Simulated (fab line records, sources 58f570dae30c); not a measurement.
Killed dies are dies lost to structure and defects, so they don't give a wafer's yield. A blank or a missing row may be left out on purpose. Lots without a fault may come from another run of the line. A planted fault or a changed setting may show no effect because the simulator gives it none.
Which tool did it? | flow berkeley_cmos170 | 15 lots, 45 wafers sampled, at 4 steps of a route of 331

WHAT THE GAUGES READ, wafer by wafer
UCB170_ACTIVE_CD_MEAS_13: target cd 1200 nm.
lot  | measured    | on        | cd_nm (nm)
L240 | day 4 03:43 | cd_sem-01 | 1199.5 1198.6 1200.4
L241 | day 4 08:32 | cd_sem-01 | 1202.6 1199.9 1199.4
L242 | day 4 13:33 | cd_sem-02 | 1200.3 1197.2 1199.0
L243 | day 4 20:34 | cd_sem-02 | 1199.9 1200.2 1199.5
L245 | day 5 05:23 | cd_sem-02 | 1200.1 1200.3 1199.9
L246 | day 5 10:46 | cd_sem-02 | 1201.5 1201.1 1202.0
L247 | day 5 10:55 | cd_sem-01 | 1200.5 1200.1 1200.8
L248 | day 6 00:07 | cd_sem-02 | 1198.3 1198.9 1199.5
L250 | day 6 13:29 | cd_sem-02 | 1199.4 1199.5 1199.3
L249 | day 6 13:36 | cd_sem-01 | 1202.0 1202.8 1202.2
L251 | day 6 13:20 | cd_sem-01 | 1199.3 1199.8 1199.6
L252 | day 6 22:49 | cd_sem-02 | 1199.8 1200.9 1201.3
L253 | day 6 23:04 | cd_sem-02 | 1199.9 1198.7 1199.4
L254 | day 7 07:14 | cd_sem-01 | 1199.3 1199.6 1200.0
L261 | day 8 14:41 | cd_sem-01 | 1202.2 1201.4 1203.0

UCB170_M1_CD_MEAS_09: target cd 700 nm.
lot  | measured     | on        | cd_nm (nm)
L240 | day 7 00:05  | cd_sem-01 | 697.7 697.0 697.4
L241 | day 7 02:21  | cd_sem-02 | 699.0 699.0 698.5
L242 | day 7 05:09  | cd_sem-02 | 700.7 700.3 700.6
L243 | day 7 15:59  | cd_sem-01 | 699.8 700.8 699.9
L245 | day 8 01:04  | cd_sem-01 | 701.7 701.2 701.1
L246 | day 8 11:19  | cd_sem-01 | 700.0 700.0 698.9
L247 | day 8 11:22  | cd_sem-02 | 699.5 700.3 699.0
L248 | day 9 04:21  | cd_sem-02 | 700.2 698.5 699.9
L250 | day 9 14:16  | cd_sem-01 | 703.7 702.1 702.0
L249 | day 9 14:06  | cd_sem-02 | 700.3 700.5 700.5
L251 | day 9 14:41  | cd_sem-02 | 703.1 704.4 703.0
L252 | day 9 20:09  | cd_sem-01 | 705.6 705.8 705.8
L253 | day 9 20:39  | cd_sem-01 | 701.6 702.5 701.8
L254 | day 10 01:20 | cd_sem-01 | 699.1 699.4 699.3
L261 | day 11 12:10 | cd_sem-01 | 701.3 700.7 703.1

WHICH TOOL RAN EACH LOT (tool, then ch and the chambers of the sampled wafers, then the start)
lot  | UCB170_NWELL_STRIP_15               | UCB170_M1_PEB_07
L240 | plasma_asher-02 ch 0,1, day 2 07:22 | litho_track-03 ch 0, day 6 23:48
L241 | plasma_asher-02 ch 0,1, day 2 09:23 | litho_track-03 ch 0, day 7 02:03
L242 | plasma_asher-04 ch 0,1, day 2 15:00 | litho_track-02 ch 0, day 7 04:53
L243 | plasma_asher-04 ch 0,1, day 2 21:50 | litho_track-04 ch 0, day 7 15:43
L245 | plasma_asher-01 ch 0, day 3 06:15   | litho_track-02 ch 0, day 8 00:47
L246 | plasma_asher-02 ch 0,1, day 3 13:30 | litho_track-04 ch 0, day 8 10:58
L247 | plasma_asher-04 ch 0,1, day 3 16:56 | litho_track-03 ch 0, day 8 11:05
L248 | plasma_asher-04 ch 0,1, day 4 00:16 | litho_track-03 ch 0, day 9 04:05
L250 | plasma_asher-02 ch 0,1, day 4 11:55 | litho_track-03 ch 0, day 9 13:59
L249 | plasma_asher-01 ch 0,1, day 4 11:57 | litho_track-04 ch 0, day 9 13:50
L251 | plasma_asher-04 ch 0,1, day 4 18:02 | litho_track-03 ch 0, day 9 14:17
L252 | plasma_asher-02 ch 0,1, day 5 00:47 | litho_track-03 ch 0, day 9 19:53
L253 | plasma_asher-01 ch 0,1, day 5 00:55 | litho_track-04 ch 0, day 9 20:23
L254 | plasma_asher-01 ch 0, day 5 10:06   | litho_track-04 ch 0, day 10 01:03
L261 | plasma_asher-01 ch 0,1, day 6 16:46 | litho_track-04 ch 0, day 11 11:53
- UCB170_NWELL_STRIP_15: strips in O2.
- UCB170_M1_PEB_07

WHAT THE TOOLS THEMSELVES READ (means of the sampled wafers that have a number; where no wafer has one, the mark that the record gives instead)
UCB170_NWELL_STRIP_15.
lot  | tool            | drypump_motor_current_A (A) | oes_product_au (a.u.) | strip_time_to_endpoint_s (s)
L240 | plasma_asher-02 | 6.0                         | 0.718                 | 18.08
L241 | plasma_asher-02 | 5.8                         | 0.723                 | 17.98
L242 | plasma_asher-04 | 5.9                         | 0.719                 | 17.81
L243 | plasma_asher-04 | 5.9                         | 0.722                 | 17.94
L245 | plasma_asher-01 | 5.7                         | 0.720                 | 18.09
L246 | plasma_asher-02 | 6.0                         | 0.719                 | 17.96
L247 | plasma_asher-04 | 5.9                         | 0.727                 | 17.90
L248 | plasma_asher-04 | 5.9                         | 0.724                 | 18.08
L250 | plasma_asher-02 | 6.0                         | 0.718                 | 18.02
L249 | plasma_asher-01 | 5.4                         | 0.716                 | 18.02
L251 | plasma_asher-04 | 5.8                         | 0.721                 | 18.06
L252 | plasma_asher-02 | 5.8                         | 0.725                 | 17.95
L253 | plasma_asher-01 | 5.4                         | 0.720                 | 17.96
L254 | plasma_asher-01 | 5.7                         | 0.719                 | 17.99
L261 | plasma_asher-01 | 5.5                         | 0.720                 | 18.02

UCB170_M1_PEB_07.
lot  | tool           | heater_power_total_W (W) | plate_temp_C (C)
L240 | litho_track-03 | 56.80                    | 129.80
L241 | litho_track-03 | 56.81                    | 130.01
L242 | litho_track-02 | 56.77                    | 130.07
L243 | litho_track-04 | 56.79                    | 129.85
L245 | litho_track-02 | 56.82                    | 130.04
L246 | litho_track-04 | 56.81                    | 129.99
L247 | litho_track-03 | 56.82                    | 130.15
L248 | litho_track-03 | 56.78                    | 129.90
L250 | litho_track-03 | 56.39                    | 129.16
L249 | litho_track-04 | 56.76                    | 129.95
L251 | litho_track-03 | 56.42                    | 129.54
L252 | litho_track-03 | 56.42                    | 129.45
L253 | litho_track-04 | 56.81                    | 129.89
L254 | litho_track-04 | 56.81                    | 129.96
L261 | litho_track-04 | 56.81                    | 130.09

THE ANSWER, worked out from the rows above alone
Rule: what is usual is taken from the lots themselves. Put in order of their means at a reading, lots are off if they are a third of the lots or fewer, leave a main group of 4 or more, and stand apart from it by a gap of 3 or more times the standard deviation of the main group's means; of several such gaps the widest counts. A main group whose means are all the same, to the digits that the tables above print for the reading, isn't used. A lot without any number at a reading at which 4 lots or more have one is off too. The other lots that the step has rows for count as sound. The gauges are gone through in route order, then the tools' own readings, and for those a lot's mean is taken as printed above. The first step at which some lot is off is used, and at that step the reading that is off furthest; a lot without a number counts as furthest.
Off: L250, L251, L252, at UCB170_M1_PEB_07 (heater_power_total_W). The main group: mean 56.80 W, standard deviation 0.019.
A tool fits if, at that step or a process step before it, it ran every lot that is off, and no sound lot after the first of them. One fits: litho_track-03 at UCB170_M1_PEB_07. Its last sound lot is L248 (day 9 04:05), its first lot that is off L250 (day 9 13:59): a fault that began between those two fits.
The tool's own readings at UCB170_M1_PEB_07 bear it out: on the lots that are off they differ by more than 5 times the standard deviation of the sound lots' means. heater_power_total_W reads 56.41 W there against 56.80 W on the sound lots; plate_temp_C reads 129.38 C there against 129.97 C on the sound lots.

WHAT THE SIMULATOR HAD PUT IN
Process parameter drift: litho_track-03, from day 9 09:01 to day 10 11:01, at UCB170_M1_PEB_07. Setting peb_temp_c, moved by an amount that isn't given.
Lots struck among those shown: L251, L250, L252. The rule above found the same.
